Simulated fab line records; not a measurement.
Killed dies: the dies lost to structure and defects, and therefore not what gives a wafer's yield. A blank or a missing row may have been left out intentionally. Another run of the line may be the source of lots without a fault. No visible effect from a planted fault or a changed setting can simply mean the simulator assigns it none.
Struck lot and sound lot, side by side ; flow berkeleyCmos170 ; 17 out of 331 route steps
Sound: the wafers L468.1, L468.5, L468.6. Wafers struck: L480.3, L480.4, L480.6. The cause comes at the end.
For every step that has rows: the tool of each side, followed by ch and its chambers, followed by its first start. Under that, the readings that differ: sound wafers ; struck wafers ; difference of the means ; sigmas: that difference in standard deviations of wafers without a fault.
alike: words and numbers the same on both sides, and readings whose means are apart by under 2 such deviations; not compared: readings that were withheld, readings missing a value for some wafer, numbers with overlapping values and no deviation given by the record, and bounds like >300 which may hide the same value.
Wherever a step has rows on one side only, a row that says differs or no value, or a row with sigmas, the two part there. Non-overlapping numbers with no deviation appear without sigmas and do not part them. A reading that every wafer of one side lacks parts them only if that side has two wafers or more.

first, 1 step without rows for these wafers: UCB170_M3_SOFTBAKE_06 (time 60 s).
UCB170_M3_STRIP_07: strips in O2.
  sound on plasmaAsher-04 ch 0,1, day 8 02:19; struck on plasmaAsher-02 ch 0,1, day 10 11:19
  alike: chamberPressureMTorr, drypumpMotorCurrentA, oesProductAu, stripTimeToEndpointS
  not compared: rfHoursCounterH
then, 7 steps without rows for these wafers: UCB170_M3_STRIP_08 (strips KrF in DMSO, time 600 s); UCB170_M3_COAT_09; UCB170_M3_COAT_10 (resist thk 900 nm); UCB170_M3_SOFTBAKE_11 (time 60 s); UCB170_M3_EXPOSE_12 (exposes mask METAL3, target cd 700 nm); UCB170_M3_PEB_13; UCB170_M3_DEVELOP_14 (develop time 46.53 s).
UCB170_M3_CD_MEAS_15: the cd target is 700 nm.
  sound on cdSem-01, day 8 04:19; struck on cdSem-02, day 10 12:44
  alike: cdNm
UCB170_M3_OVL_MEAS_16:
  sound on overlay-02, day 8 04:26; struck on overlay-02, day 10 12:49
reading;sound;struck;difference;sigmas
M3_OVL (nm);8 5 10;-8 -5 2;-11;-2
UCB170_M3_ETCH_17: etches BARC in N2/H2.
  sound on rieDiel-01 ch 0,2,3, day 8 04:29; struck on rieDiel-01 ch 0,3, day 10 12:51
  alike: chamberPressureMTorr, drypumpMotorCurrentA, n2FlowSccm, oesProductAu, throttleValvePct
UCB170_M3_METAL_ETCH_18: etches Al in Cl2/BCl3, stops on SiO2, target depth 1170 nm, time 195 s.
  sound on rieMetal-03 ch 0,1, day 8 04:31; struck on rieMetal-03 ch 0,1, day 10 12:57
reading;sound;struck;difference;sigmas
oesProductAu (a.u.);0.877 0.855 0.865;1.009 0.973 0.941;+0.109;+9
runLengthS (s);223.1 223.6 223.0;80.6 81.3 81.1;-142.2;-99 or more
model.M3.featureDepthNm (nm);963.7 965 949.4;310.7 301 300.3;-655.4;
model.etch.depthNm (nm);907 910.7 892.4;310.7 301 300.3;-599.4;
model.KrF_of_M3_COAT_10.thkNm (nm);212.2 227.4 208.1;704.9 710.9 707.3;+491.8;
  alike: chamberPressureMTorr, drypumpMotorCurrentA, throttleValvePct
  not compared: rfHoursCounterH
UCB170_M3_STRIP_19: strips in O2.
  sound on plasmaAsher-04 ch 0,1, day 8 04:43; struck on plasmaAsher-02 ch 0,1, day 10 13:07
reading;sound;struck;difference;sigmas
oesProductAu (a.u.);0.545 0.560 0.542;0.725 0.724 0.730;+0.177;+7
  alike: chamberPressureMTorr, drypumpMotorCurrentA
  not compared: rfHoursCounterH
UCB170_M3_CD_MEAS_90: the cd target is 700 nm.
  sound on cdSem-02, day 8 04:52; struck on cdSem-01, day 10 13:13
reading;sound;struck;difference;sigmas
cdNm (nm);706 703 706;741 739 739;+35;+8
UCB170_M3_BOW_MEAS_20:
  sound on filmMetro-03, day 8 04:59; struck on filmMetro-01, day 10 13:20
  alike: M3_BOW
UCB170_M3_PROBE_99:
  sound on prober-01, day 8 05:07; struck on prober-01, day 10 13:31
reading;sound;struck;difference;sigmas
model.etest.antennaM2.short;0 0 0;1 1 1;+1;
model.etest.antennaM3.short;0 0 0;1 1 1;+1;
model.etest.antennaM2.overLimit;0 0 0;1 1 1;+1;
model.etest.antennaM3.overLimit;0 0 0;1 1 1;+1;

== WHERE THEY PART ==
First at UCB170_M3_OVL_MEAS_16; last, within this record, at UCB170_M3_CD_MEAS_90. Later steps at which nothing parts them and some readings are alike: UCB170_M3_BOW_MEAS_20.

WHY: what had been put in by the simulator
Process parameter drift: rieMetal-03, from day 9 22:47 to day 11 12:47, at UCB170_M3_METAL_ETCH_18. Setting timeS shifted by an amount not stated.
